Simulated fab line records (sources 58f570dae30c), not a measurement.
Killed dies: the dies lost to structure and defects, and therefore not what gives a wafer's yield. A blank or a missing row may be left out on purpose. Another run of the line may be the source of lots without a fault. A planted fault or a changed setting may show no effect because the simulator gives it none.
Split-lot experiment + flow berkeley-cmos170 + route with 331 steps; 5 lots, 23 wafers read

ON THE SPLIT
At UCB170_M3_COAT_10 (resist thk 900 nm), the setting resist-thk-nm was moved away from the recipe's 900 nm on 8 of the 23 wafers read, by -1.7% to +5.3%. For the rest of the wafers, this setting stayed at what the recipe calls for.

The reading is taken at the split's own step.

THE READING
KrF_of_M3_COAT_10.thk-nm (the simulator's own value, which no gauge read), in nm, at UCB170_M3_COAT_10 (resist thk 900 nm). The file does not state a usual value for it. Here, 15 wafers ran the recipe; their average is 901.8 nm with a standard deviation of 1.3 nm.

| wafer  | tool, chamber at the split | resist-thk-nm as run, nm | against the recipe | KrF_of_M3_COAT_10.thk-nm, nm | against lot-mates on the recipe |
|--------|----------------------------|--------------------------|--------------------|------------------------------|---------------------------------|
| L074.1 | litho-track-02, 0          | 948.1                    | +5.3%              | 950.3                        | +48.9                           |
| L074.3 | litho-track-02, 0          | 900                      | recipe             | 900.9                        | -                               |
| L074.4 | litho-track-02, 0          | 948.1                    | +5.3%              | 951.1                        | +49.7                           |
| L074.5 | litho-track-02, 0          | 948.1                    | +5.3%              | 951.3                        | +49.9                           |
| L074.6 | litho-track-02, 0          | 900                      | recipe             | 901.9                        | -                               |
| L077.2 | litho-track-04, 0          | 932.2                    | +3.6%              | 932.1                        | +30.2                           |
| L077.3 | litho-track-04, 0          | 900                      | recipe             | 901.1                        | -                               |
| L077.4 | litho-track-04, 0          | 900                      | recipe             | 902.7                        | -                               |
| L077.5 | litho-track-04, 0          | 932.2                    | +3.6%              | 932                          | +30.1                           |
| L077.6 | litho-track-04, 0          | 932.2                    | +3.6%              | 935.3                        | +33.4                           |
| L081.2 | litho-track-04, 0          | 900                      | recipe             | 902.2                        | -                               |
| L081.3 | litho-track-04, 0          | 900                      | recipe             | 902                          | -                               |
| L081.4 | litho-track-04, 0          | 900                      | recipe             | 899.9                        | -                               |
| L081.5 | litho-track-04, 0          | 900                      | recipe             | 898.7                        | -                               |
| L081.6 | litho-track-04, 0          | 900                      | recipe             | 900.5                        | -                               |
| L084.1 | litho-track-04, 0          | 900                      | recipe             | 902.3                        | -                               |
| L084.4 | litho-track-04, 0          | 900                      | recipe             | 902.2                        | -                               |
| L084.5 | litho-track-04, 0          | 900                      | recipe             | 901.9                        | -                               |
| L085.1 | litho-track-04, 0          | 900                      | recipe             | 903.2                        | -                               |
| L085.3 | litho-track-04, 0          | 884.4                    | -1.7%              | 890.1                        | -13.3                           |
| L085.4 | litho-track-04, 0          | 884.4                    | -1.7%              | 887.3                        | -16.1                           |
| L085.5 | litho-track-04, 0          | 900                      | recipe             | 903.7                        | -                               |
| L085.6 | litho-track-04, 0          | 900                      | recipe             | 903.3                        | -                               |

THE FIT
A straight line over all 23 wafers: KrF_of_M3_COAT_10.thk-nm changes by +8.94 nm for each +1% of resist-thk-nm; r = +1.00; the points scatter about the line by 1.6 nm.
The same after taking each lot's own level away (the mean of its wafers on the recipe; 23 wafers): +9.05 nm for each +1%; r = +1.00; scatter 1.2 nm.
On that fit, the largest move of resist-thk-nm shifts the reading by 48 nm.
Across the lots, their own levels run from 900.66 to 903.40 nm, a range of 2.1 times the standard deviation given above.
The two slopes are in agreement: the lot-to-lot level therefore moves the slope only a little.
Check: for one of the wafers moved furthest among these (+5.3%), held out of the fit, the line's prediction against its lot-mates is +48.4 nm. Against them it came out at +48.9 nm.

FURTHER SPLITS ON THESE WAFERS
These wafers also went through other splits before the reading. Each is held against what the fit with the lots' levels taken away leaves over:
| other split on the same wafers      | wafers away from the commonest value | r with KrF_of_M3_COAT_10.thk-nm (lot level and that fit taken away) |
|-------------------------------------|--------------------------------------|---------------------------------------------------------------------|
| UCB170_V1_ETCH_14 time-s            | 9                                    | +0.36                                                               |
| UCB170_V2_CMP_02 leave-above-ref-nm | 10                                   | +0.09                                                               |
| UCB170_V2_ETCH_14 rf-w              | 8                                    | -0.21                                                               |

FILE'S OWN FIT
KrF_of_M3_COAT_10.thk-nm changes by +9.05 nm for each +1% of resist-thk-nm, r = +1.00.
